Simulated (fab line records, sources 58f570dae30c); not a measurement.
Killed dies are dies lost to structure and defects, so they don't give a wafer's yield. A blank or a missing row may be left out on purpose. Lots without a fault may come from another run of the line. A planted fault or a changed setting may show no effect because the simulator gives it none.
fab line records | flow berkeley_cmos170
record lots=7 wafers=21 last_day=11
route steps=331 shown M2@272
lots that met no fault: from a run of the same line without faults
start_h: hours from the record's first day to the start of the lot's first wafer shown | wait_h: hours since the lot's step before | " the same as in the row above | L1.1+2: a row that stands for several wafers | - no value, or no start given | * or withheld: withheld | < > ~ a bound
route shown NAME@n: a module of which the file shows steps, and the number in the route of the first | usual: mean/standard deviation of fault-free wafers | same: alike in all rows | chamber/n: place in a boat | sites: the reading at each site | _std_site: their standard deviation | _edge_site: outer sites' mean less inner sites' | radius_mm: how far each site lies from the wafer's centre | mask NAME#n: copy n | behind: the tool/chamber that last shaped the wafer | hold: why the lot was held/for how many hours/how that ended | device: the transistor (n, p or np) that didn't switch | end of line: the same wafers' tests at the end of the route | a step without rows: its recipe alone | killed: dies lost to structure and defects at the first sort, not the wafer's yield | map: a wafer's dies, x killed, . not, _ none there
set.NAME: the setting as run; set.NAME@STEP: as run at that earlier step | model.NAME: the simulator's own value behind a step, which no gauge read
lots at some steps of the route; a table a step, a row a wafer
services: from which hour (start_h, from the record's first day; less than 0 if before it) a tool's chamber was out of use, for how many hours, and why
## steps
# step UCB170_M2_SPUTTER_01
# recipe material=Al target_thk_nm=900 time_s=120 power_w=6000 chamber_pressure_pa=0.5
# usual cathode_dc_power_W=6000.0/1.1 chamber_pressure_pa=0.4999/0.00097 throttle_valve_pct=30.4/0.99
# columns lot.wafer tool chamber start_h wait_h cathode_dc_power_W chamber_pressure_pa throttle_valve_pct
L152.2 pvd_sputter-02 - 174.14 0.0 6001.2 0.5016 30.3
L152.4 " - " " 5999.5 0.4975 29.9
L152.5 " - " " 5998.8 0.5011 30.4
L159.3 pvd_sputter-02 - 200.08 0.0 6000.1 0.4991 31.2
L159.5 " - " " 5999.0 0.4990 30.2
L159.6 " - " " 5999.4 0.5005 30.5
L157.1 pvd_sputter-03 - 200.13 0.0 5999.6 0.5001 29.3
L157.2 " - " " 6000.1 0.5003 32.3
L157.6 " - " " 6001.0 0.4984 31.2
L161.2 pvd_sputter-02 - 213.05 0.0 5999.9 0.4995 30.0
L161.4 " - " " 5998.3 0.5016 31.2
L161.6 " - " " 6000.4 0.5005 31.1
L168.2 pvd_sputter-03 - 250.70 0.0 6001.0 0.4998 29.5
L168.5 " - " " 6000.6 0.5010 32.2
L168.6 " - " " 5999.1 0.5000 30.7
L169.2 pvd_sputter-04 - 250.97 0.0 6000.5 0.5004 29.3
L169.3 " - " " 5999.1 0.5004 29.0
L169.4 " - " " 6001.6 0.5000 29.3
L167.1 pvd_sputter-02 - 251.25 0.0 5999.6 0.4997 30.8
L167.2 " - " " 6001.7 0.5009 30.2
L167.4 " - " " 5999.1 0.5000 30.0
# step UCB170_M2_RS_MEAS_02
# recipe thk_meas_gauge=four-point-probe reads=Al_of_M2_SPUTTER_01
# usual M2_AL_RS=0.0323/0.00039
# columns lot.wafer tool chamber start_h wait_h M2_AL_RS[ohm/sq]
L152.2 film_metro-01 - 174.24 0.1 0.0324
L152.4 " - " " 0.0327
L152.5 " - " " 0.0323
L159.3 film_metro-01 - 200.21 0.1 0.0318
L159.5 " - " " 0.0320
L159.6 " - " " 0.0320
L157.1 film_metro-04 - 200.21 0.0 0.0319
L157.2 " - " " 0.0314
L157.6 " - " " 0.0322
L161.2 film_metro-04 - 213.16 0.1 0.0326
L161.4 " - " " 0.0323
L161.6 " - " " 0.0328
L168.2 film_metro-01 - 250.80 0.1 0.0320
L168.5 " - " " 0.0318
L168.6 " - " " 0.0321
L169.2 film_metro-03 - 251.08 0.1 0.0323
L169.3 " - " " 0.0324
L169.4 " - " " 0.0327
L167.1 film_metro-04 - 251.33 0.0 0.0325
L167.2 " - " " 0.0323
L167.4 " - " " 0.0326
# step UCB170_M2_THK_MEAS_03
# recipe thk_meas_gauge=xrf reads=Al_of_M2_SPUTTER_01
# usual M2_AL_THK=901/11
# columns lot.wafer tool chamber start_h wait_h M2_AL_THK[nm]
L152.2 film_metro-01 - 174.35 0.1 898
L152.4 " - " " 893
L152.5 " - " " 900
L159.3 film_metro-01 - 200.31 0.1 914
L159.5 " - " " 914
L159.6 " - " " 911
L157.1 film_metro-04 - 200.33 0.1 914
L157.2 " - " " 926
L157.6 " - " " 905
L161.2 film_metro-04 - 213.27 0.1 897
L161.4 " - " " 897
L161.6 " - " " 889
L168.2 film_metro-01 - 250.91 0.1 903
L168.5 " - " " 912
L168.6 " - " " 903
L169.2 film_metro-03 - 251.19 0.1 898
L169.3 " - " " 899
L169.4 " - " " 890
L167.1 film_metro-04 - 251.45 0.1 894
L167.2 " - " " 901
L167.4 " - " " 894
# step UCB170_M2_HMDS_04
# recipe prime_time_s=60 prime_temp_c=100
# step UCB170_M2_COAT_05
# recipe resist=KrF spin_rpm=1500 resist_thk_nm=900
# step UCB170_M2_SOFTBAKE_06
# recipe resist=KrF temp_c=130 time_s=60
# step UCB170_M2_STRIP_07
# recipe chemistry=O2 power_w=400 pressure_mtorr=3500 platen_temp_c=withheld o2_flow_sccm=400 overash_fraction=0.5
# usual chamber_pressure_mTorr=3500/3.1 drypump_motor_current_A=5.7/0.61 oes_product_au=0.734/0.0049 strip_time_to_endpoint_s=21.93/0.049
# columns lot.wafer tool chamber start_h wait_h chamber_pressure_mTorr drypump_motor_current_A oes_product_au rf_hours_counter_h strip_time_to_endpoint_s
L152.2 plasma_asher-04 1 175.05 0.1 3497 6.1 0.730 50 21.95
L152.4 " 1 " " 3497 6.0 0.736 - 21.92
L152.5 " 1 " " 3499 6.0 0.733 - 21.93
L159.3 plasma_asher-01 1 200.99 0.1 3502 5.4 0.726 - 21.87
L159.5 " 0 " " 3501 6.5 0.741 - 21.92
L159.6 " 1 " " 3499 5.4 0.725 - 21.89
L157.1 plasma_asher-01 1 201.39 0.1 3503 5.4 0.730 9 21.97
L157.2 " 0 " " 3503 6.5 0.735 9 22.03
L157.6 " 0 " " 3501 6.6 0.735 - 21.94
L161.2 plasma_asher-04 1 213.78 0.1 3498 6.0 0.739 54 21.86
L161.4 " 0 " " 3498 4.7 0.740 - 21.78
L161.6 " 1 " " 3497 6.0 0.739 - 21.88
L168.2 plasma_asher-02 0 251.64 0.1 3499 5.3 0.730 56 21.95
L168.5 " 0 " " 3504 5.2 0.736 - 21.94
L168.6 " 1 " " 3500 5.8 0.733 - 21.91
L169.2 plasma_asher-01 1 251.69 0.1 3501 5.3 0.740 15 21.97
L169.3 " 1 " " 3502 5.4 0.741 - 21.89
L169.4 " 0 " " 3502 6.5 0.740 - 21.89
L167.1 plasma_asher-02 1 252.13 0.1 3502 5.8 0.733 56 21.93
L167.2 " 0 " " 3504 5.2 0.746 56 21.99
L167.4 " 1 " " 3500 5.9 0.734 - 21.87
# step UCB170_M2_STRIP_08
# recipe chemistry=DMSO temp_c=80 time_s=600 material=KrF
# step UCB170_M2_COAT_09
# recipe resist=BARC temp_c=withheld time_s=withheld spin_rpm=3000 resist_thk_nm=withheld
# step UCB170_M2_COAT_10
# recipe resist=KrF spin_rpm=1500 resist_thk_nm=900
# step UCB170_M2_SOFTBAKE_11
# recipe resist=KrF temp_c=130 time_s=57.23
# step UCB170_M2_EXPOSE_12
# recipe mask_id=METAL2 target_cd_nm=700 na=0.5 sigma_outer=0.6 source_shape=conventional dose_mj=26
# step UCB170_M2_PEB_13
# recipe peb_temp_c=130 peb_time_s=withheld resist=KrF
# usual chill_plate_temp_C=23.00/0.089 exhaust_pa=45.1/0.96 resist_line_temp_C=22.98/0.099
# columns lot.wafer tool chamber start_h wait_h chill_plate_temp_C exhaust_pa resist_line_temp_C
L152.2 litho_track-01 0 176.58 0.4 23.07 44.1 22.85
L152.4 " 0 " " 22.96 44.1 23.09
L152.5 " 0 " " 22.94 43.7 23.01
L159.3 litho_track-04 - 203.50 0.7 - - -
L159.5 " - " " - - -
L159.6 " - " " - - -
L157.1 litho_track-02 - 203.76 0.7 - - -
L157.2 " - " " - - -
L157.6 " - " " - - -
L161.2 litho_track-02 - 217.29 0.3 - - -
L161.4 " - " " - - -
L161.6 " - " " - - -
L168.2 litho_track-02 0 252.88 0.4 22.93 44.2 22.95
L168.5 " 0 " " 22.82 45.2 23.01
L168.6 " 0 " " 22.97 45.0 22.81
L169.2 litho_track-04 0 252.89 0.3 23.08 45.1 22.84
L169.3 " 0 " " 22.98 45.6 23.00
L169.4 " 0 " " 22.86 47.3 23.02
L167.1 litho_track-01 0 253.72 0.3 22.94 44.2 22.94
L167.2 " 0 " " 23.09 44.7 22.79
L167.4 " 0 " " 22.97 46.3 22.95
# step UCB170_M2_DEVELOP_14
# recipe developer=TMAH develop_time_s=45 resist=KrF dev_temp_c=21
## services
# columns tool chamber start_h hours kind
plasma_asher-01 - 163.42 2.4 repair
pvd_sputter-02 - 224.71 1.8 repair
## key
first_sign step=UCB170_M2_PEB_13 reading=tool_record direction=missing
effect none on later readings
met_at UCB170_M2_PEB_13
struck_wafers L157.1,L157.2,L157.6,L159.3,L159.5,L159.6,L161.2,L161.4,L161.6
later_rows_left_out L157.1,L157.2,L157.6,L159.3,L159.5,L159.6,L161.2,L161.4,L161.6
sort_left_out L157.1,L157.2,L157.6,L159.3,L159.5,L159.6,L161.2,L161.4,L161.6
fault kind=skipped_step_whole tool=litho_track-02,litho_track-04 chamber=- onset_h=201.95 steps=UCB170_M2_PEB_13 scope=struck_lots_only
# sort_left_out: the simulated sort isn't trusted on such a fault, so these wafers' sort isn't shown, and their yield isn't known
# later_rows_left_out: the simulator's readings of these wafers behind a module that went badly wrong aren't trusted and aren't shown, but for the sort
